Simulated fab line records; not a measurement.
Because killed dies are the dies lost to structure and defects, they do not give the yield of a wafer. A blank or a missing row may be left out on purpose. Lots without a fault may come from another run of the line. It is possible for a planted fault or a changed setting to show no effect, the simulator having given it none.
Commonality check across tools || flow ritCmos || 15 lots and 45 wafers in the sample

## THE REASON FOR OPENING IT
RIT_WELLDRIVE_RS_MEAS_01, reading NWELL_RS: flagged on 3 of 15 lots. No-fault wafers: 275.5 ohm/sq, standard deviation 0.66.
Rule: flag the lot when none of its wafers has a number, or when each of its wafers that has one lies beyond 4 standard deviations from that mean. The rest of the lots are taken to be sound.

{"lot": "L177", "measured": "day 2 09:04", "on": "filmMetro-03", "NWELL_RS (ohm/sq), wafer by wafer": "274.8 275.2 274.4", "flag": ""}
{"lot": "L179", "measured": "day 2 20:40", "on": "filmMetro-03", "NWELL_RS (ohm/sq), wafer by wafer": "274.8 275.1 275.3", "flag": ""}
{"lot": "L180", "measured": "day 2 21:31", "on": "filmMetro-04", "NWELL_RS (ohm/sq), wafer by wafer": "276.2 276.0 275.3", "flag": ""}
{"lot": "L182", "measured": "day 3 10:13", "on": "filmMetro-03", "NWELL_RS (ohm/sq), wafer by wafer": "275.9 277.3 275.9", "flag": ""}
{"lot": "L184", "measured": "day 3 17:16", "on": "filmMetro-03", "NWELL_RS (ohm/sq), wafer by wafer": "275.8 276.3 275.4", "flag": ""}
{"lot": "L185", "measured": "day 4 00:08", "on": "filmMetro-03", "NWELL_RS (ohm/sq), wafer by wafer": "275.8 275.3 275.3", "flag": ""}
{"lot": "L187", "measured": "day 4 07:52", "on": "filmMetro-01", "NWELL_RS (ohm/sq), wafer by wafer": "281.4 281.7 282.1", "flag": "FLAGGED"}
{"lot": "L189", "measured": "day 4 20:54", "on": "filmMetro-03", "NWELL_RS (ohm/sq), wafer by wafer": "282.5 281.8 282.4", "flag": "FLAGGED"}
{"lot": "L190", "measured": "day 4 21:26", "on": "filmMetro-01", "NWELL_RS (ohm/sq), wafer by wafer": "283.8 284.1 282.6", "flag": "FLAGGED"}
{"lot": "L191", "measured": "day 5 05:05", "on": "filmMetro-03", "NWELL_RS (ohm/sq), wafer by wafer": "275.6 275.5 274.9", "flag": ""}
{"lot": "L192", "measured": "day 5 10:28", "on": "filmMetro-04", "NWELL_RS (ohm/sq), wafer by wafer": "274.1 275.0 275.7", "flag": ""}
{"lot": "L195", "measured": "day 6 07:52", "on": "filmMetro-03", "NWELL_RS (ohm/sq), wafer by wafer": "275.2 275.1 274.9", "flag": ""}
{"lot": "L197", "measured": "day 6 19:18", "on": "filmMetro-04", "NWELL_RS (ohm/sq), wafer by wafer": "275.7 276.0 274.8", "flag": ""}
{"lot": "L199", "measured": "day 7 00:52", "on": "filmMetro-03", "NWELL_RS (ohm/sq), wafer by wafer": "274.8 273.7 274.9", "flag": ""}
{"lot": "L200", "measured": "day 7 08:30", "on": "filmMetro-01", "NWELL_RS (ohm/sq), wafer by wafer": "276.8 275.9 276.4", "flag": ""}
The numbers of the flagged lots are 282.5 ohm/sq on average: +7.0 ohm/sq against the usual, or +11 standard deviations.

## WHICH TOOL EACH LOT WENT THROUGH
The record keeps 1 process step preceding the reading, out of 202 steps on the route. Cell contents, in order: the tool; ch with the chambers the sampled wafers went through; the start.
{"lot": "L177", "flag": "", "RIT_NWELL_IMPLANT_08": "implanter-02 ch 0, day 2 01:02"}
{"lot": "L179", "flag": "", "RIT_NWELL_IMPLANT_08": "implanter-01 ch 0, day 2 12:58"}
{"lot": "L180", "flag": "", "RIT_NWELL_IMPLANT_08": "implanter-02 ch 0, day 2 13:49"}
{"lot": "L182", "flag": "", "RIT_NWELL_IMPLANT_08": "implanter-02 ch 0, day 3 01:40"}
{"lot": "L184", "flag": "", "RIT_NWELL_IMPLANT_08": "implanter-03 ch 0, day 3 09:12"}
{"lot": "L185", "flag": "", "RIT_NWELL_IMPLANT_08": "implanter-02 ch 0, day 3 16:44"}
{"lot": "L187", "flag": "FLAGGED", "RIT_NWELL_IMPLANT_08": "implanter-02 ch 0, day 4 00:40"}
{"lot": "L189", "flag": "FLAGGED", "RIT_NWELL_IMPLANT_08": "implanter-02 ch 0, day 4 12:19"}
{"lot": "L190", "flag": "FLAGGED", "RIT_NWELL_IMPLANT_08": "implanter-02 ch 0, day 4 14:25"}
{"lot": "L191", "flag": "", "RIT_NWELL_IMPLANT_08": "implanter-01 ch 0, day 4 20:47"}
{"lot": "L192", "flag": "", "RIT_NWELL_IMPLANT_08": "implanter-01 ch 0, day 5 03:14"}
{"lot": "L195", "flag": "", "RIT_NWELL_IMPLANT_08": "implanter-01 ch 0, day 5 16:18"}
{"lot": "L197", "flag": "", "RIT_NWELL_IMPLANT_08": "implanter-01 ch 0, day 6 11:57"}
{"lot": "L199", "flag": "", "RIT_NWELL_IMPLANT_08": "implanter-01 ch 0, day 6 16:30"}
{"lot": "L200", "flag": "", "RIT_NWELL_IMPLANT_08": "implanter-02 ch 0, day 7 01:16"}
These steps, and what they do:
- RIT_NWELL_IMPLANT_08
- RIT_WELLDRIVE_RS_MEAS_01: measures by four-point-probe.

## FLAGGED OVER TOTAL, TOOL BY TOOL (the gauges that took the reading come last)
{"step": "RIT_NWELL_IMPLANT_08", "tool": "implanter-01", "lots run": 6, "flagged": 0, "share of the flagged lots": "none", "sound lots run after its first flagged lot": "-"}
{"step": "RIT_NWELL_IMPLANT_08", "tool": "implanter-02", "lots run": 8, "flagged": 3, "share of the flagged lots": "all", "sound lots run after its first flagged lot": "1 (L200)"}
{"step": "RIT_NWELL_IMPLANT_08", "tool": "implanter-03", "lots run": 1, "flagged": 0, "share of the flagged lots": "none", "sound lots run after its first flagged lot": "-"}
{"step": "RIT_WELLDRIVE_RS_MEAS_01", "tool": "filmMetro-01", "lots run": 3, "flagged": 2, "share of the flagged lots": "some", "sound lots run after its first flagged lot": "1 (L200)"}
{"step": "RIT_WELLDRIVE_RS_MEAS_01", "tool": "filmMetro-03", "lots run": 9, "flagged": 1, "share of the flagged lots": "some", "sound lots run after its first flagged lot": "3 (L191,L195,L199)"}
{"step": "RIT_WELLDRIVE_RS_MEAS_01", "tool": "filmMetro-04", "lots run": 3, "flagged": 0, "share of the flagged lots": "none", "sound lots run after its first flagged lot": "-"}

## THE TABLE: WHAT IT ALLOWS
Rows of the table that ran each flagged lot: 1, that is implanter-02 at RIT_NWELL_IMPLANT_08.
- implanter-02 at RIT_NWELL_IMPLANT_08 ran 8 lots, 3 of them flagged. Sound lots followed the first flagged one (L200) on it, something a lasting fault affecting the whole tool could not allow. Its own readings lie more than 4 standard deviations out on every wafer of the flagged lots: doseIonsCm2.
No row of the table ran every flagged lot and no sound lot after the first.

## WHAT HAD BEEN PUT IN BY THE SIMULATOR
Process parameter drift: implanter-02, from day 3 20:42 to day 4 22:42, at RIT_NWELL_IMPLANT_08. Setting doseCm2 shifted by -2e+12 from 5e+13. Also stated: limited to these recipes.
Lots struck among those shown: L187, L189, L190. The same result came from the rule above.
